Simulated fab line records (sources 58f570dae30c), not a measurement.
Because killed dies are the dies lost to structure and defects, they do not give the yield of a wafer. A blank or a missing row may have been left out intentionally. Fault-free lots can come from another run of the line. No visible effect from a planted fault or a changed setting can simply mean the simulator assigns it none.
What tool caused it? || flow berkeley cmos170 || Sampling: 14 lots, 42 wafers, 3 of 331 route steps

## WHAT EACH GAUGE READ, for each wafer
UCB170_FIELD_THK_MEAS_02.
{"lot": "L367", "measured": "day 4 22:29", "on": "film metro-01", "FIELD_OXIDE_THK (nm)": "540 541 546"}
{"lot": "L369", "measured": "day 5 09:08", "on": "film metro-04", "FIELD_OXIDE_THK (nm)": "565 570 554"}
{"lot": "L370", "measured": "day 5 09:09", "on": "film metro-02", "FIELD_OXIDE_THK (nm)": "559 562 559"}
{"lot": "L372", "measured": "day 5 19:10", "on": "film metro-01", "FIELD_OXIDE_THK (nm)": "563 567 565"}
{"lot": "L373", "measured": "day 6 00:51", "on": "film metro-01", "FIELD_OXIDE_THK (nm)": "554 550 563"}
{"lot": "L375", "measured": "day 6 00:51", "on": "film metro-02", "FIELD_OXIDE_THK (nm)": "553 549 555"}
{"lot": "L374", "measured": "day 6 00:55", "on": "film metro-02", "FIELD_OXIDE_THK (nm)": "558 554 564"}
{"lot": "L378", "measured": "day 6 21:02", "on": "film metro-04", "FIELD_OXIDE_THK (nm)": "568 560 560"}
{"lot": "L382", "measured": "day 7 18:48", "on": "film metro-01", "FIELD_OXIDE_THK (nm)": "554 547 546"}
{"lot": "L386", "measured": "day 8 08:05", "on": "film metro-01", "FIELD_OXIDE_THK (nm)": "546 548 546"}
{"lot": "L388", "measured": "day 8 22:19", "on": "film metro-01", "FIELD_OXIDE_THK (nm)": "562 564 561"}
{"lot": "L387", "measured": "day 8 22:21", "on": "film metro-02", "FIELD_OXIDE_THK (nm)": "567 567 560"}
{"lot": "L389", "measured": "day 9 10:29", "on": "film metro-02", "FIELD_OXIDE_THK (nm)": "563 557 578"}
{"lot": "L390", "measured": "day 9 17:33", "on": "film metro-04", "FIELD_OXIDE_THK (nm)": "549 559 542"}

UCB170_FIELD_THK_MEAS_91.
{"lot": "L367", "measured": "day 5 23:55", "on": "film metro-01", "FIELD_OXIDE_LEFT_2_THK (nm)": "334 335 340"}
{"lot": "L369", "measured": "day 6 10:18", "on": "film metro-01", "FIELD_OXIDE_LEFT_2_THK (nm)": "359 366 349"}
{"lot": "L370", "measured": "day 6 10:02", "on": "film metro-01", "FIELD_OXIDE_LEFT_2_THK (nm)": "354 357 353"}
{"lot": "L372", "measured": "day 6 17:26", "on": "film metro-04", "FIELD_OXIDE_LEFT_2_THK (nm)": "360 364 362"}
{"lot": "L373", "measured": "day 7 02:04", "on": "film metro-04", "FIELD_OXIDE_LEFT_2_THK (nm)": "350 344 357"}
{"lot": "L375", "measured": "day 7 01:29", "on": "film metro-01", "FIELD_OXIDE_LEFT_2_THK (nm)": "348 344 349"}
{"lot": "L374", "measured": "day 7 01:47", "on": "film metro-04", "FIELD_OXIDE_LEFT_2_THK (nm)": "352 348 357"}
{"lot": "L378", "measured": "day 8 02:14", "on": "film metro-04", "FIELD_OXIDE_LEFT_2_THK (nm)": "363 355 355"}
{"lot": "L382", "measured": "day 8 23:36", "on": "film metro-01", "FIELD_OXIDE_LEFT_2_THK (nm)": "349 342 341"}
{"lot": "L386", "measured": "day 9 11:08", "on": "film metro-02", "FIELD_OXIDE_LEFT_2_THK (nm)": "342 345 343"}
{"lot": "L388", "measured": "day 10 02:26", "on": "film metro-04", "FIELD_OXIDE_LEFT_2_THK (nm)": "360 360 357"}
{"lot": "L387", "measured": "day 10 03:17", "on": "film metro-01", "FIELD_OXIDE_LEFT_2_THK (nm)": "362 361 355"}
{"lot": "L389", "measured": "day 10 10:38", "on": "film metro-01", "FIELD_OXIDE_LEFT_2_THK (nm)": "359 353 374"}
{"lot": "L390", "measured": "day 10 15:25", "on": "film metro-02", "FIELD_OXIDE_LEFT_2_THK (nm)": "343 353 335"}

UCB170_GATE_THK_MEAS_05.
{"lot": "L367", "measured": "day 6 11:04", "on": "film metro-01", "GATE_POLY_THK (nm)": "211.9 211.5 212.5"}
{"lot": "L369", "measured": "day 6 20:53", "on": "film metro-03", "GATE_POLY_THK (nm)": "214.7 213.4 213.8"}
{"lot": "L370", "measured": "day 6 20:55", "on": "film metro-02", "GATE_POLY_THK (nm)": "216.0 217.9 217.5"}
{"lot": "L372", "measured": "day 7 04:40", "on": "film metro-01", "GATE_POLY_THK (nm)": "215.1 215.1 214.5"}
{"lot": "L373", "measured": "day 7 10:28", "on": "film metro-01", "GATE_POLY_THK (nm)": "213.4 212.5 213.5"}
{"lot": "L375", "measured": "day 7 10:25", "on": "film metro-03", "GATE_POLY_THK (nm)": "211.9 211.5 212.2"}
{"lot": "L374", "measured": "day 7 10:25", "on": "film metro-02", "GATE_POLY_THK (nm)": "210.5 210.1 210.4"}
{"lot": "L378", "measured": "day 8 10:18", "on": "film metro-03", "GATE_POLY_THK (nm)": "214.0 213.3 215.9"}
{"lot": "L382", "measured": "day 9 11:38", "on": "film metro-03", "GATE_POLY_THK (nm)": "214.2 213.3 213.9"}
{"lot": "L386", "measured": "day 9 20:08", "on": "film metro-02", "GATE_POLY_THK (nm)": "219.1 219.3 219.9"}
{"lot": "L388", "measured": "day 10 12:49", "on": "film metro-02", "GATE_POLY_THK (nm)": "214.9 216.3 216.4"}
{"lot": "L387", "measured": "day 10 12:51", "on": "film metro-03", "GATE_POLY_THK (nm)": "216.2 217.7 217.3"}
{"lot": "L389", "measured": "day 10 23:33", "on": "film metro-02", "GATE_POLY_THK (nm)": "214.0 216.1 216.8"}
{"lot": "L390", "measured": "day 11 03:54", "on": "film metro-01", "GATE_POLY_THK (nm)": "215.9 214.9 216.4"}

## WHAT TOOL EACH LOT RAN ON (gives the tool, then ch and the chambers of the sampled wafers, and finally the start)
Before these readings, the record contains no process step.

## AS READ BY THE TOOLS THEMSELVES (means over the sampled wafers that have a number; for cases with no such wafer, the mark the record gives instead)
The record holds no such reading with a usual standard deviation.

## THE ANSWER, worked out from the rows above alone
Rule: what is usual is taken from the lots themselves. The widest of any qualifying gaps counts: lots, ordered by their means at a reading, are off when they make up no more than a third of the lots, leave a main group of 4 or more, and stand apart from it by 3 or more times the standard deviation of that group's means. The tables above print the reading to a certain number of digits; a main group whose means all agree to those digits is not used. Also off: a lot with no number at a reading for which 4 or more lots have one. The other lots that the step has rows for count as sound. Order of review: gauges by route order, followed by the tools' own readings, for which a lot's mean as printed above is used. The first step at which some lot is off is used, and at that step the reading that is off furthest; a lot without a number counts as furthest.
None of the lots is off at any reading shown; this tells nothing.

## WHAT THE SIMULATOR HAD PUT IN
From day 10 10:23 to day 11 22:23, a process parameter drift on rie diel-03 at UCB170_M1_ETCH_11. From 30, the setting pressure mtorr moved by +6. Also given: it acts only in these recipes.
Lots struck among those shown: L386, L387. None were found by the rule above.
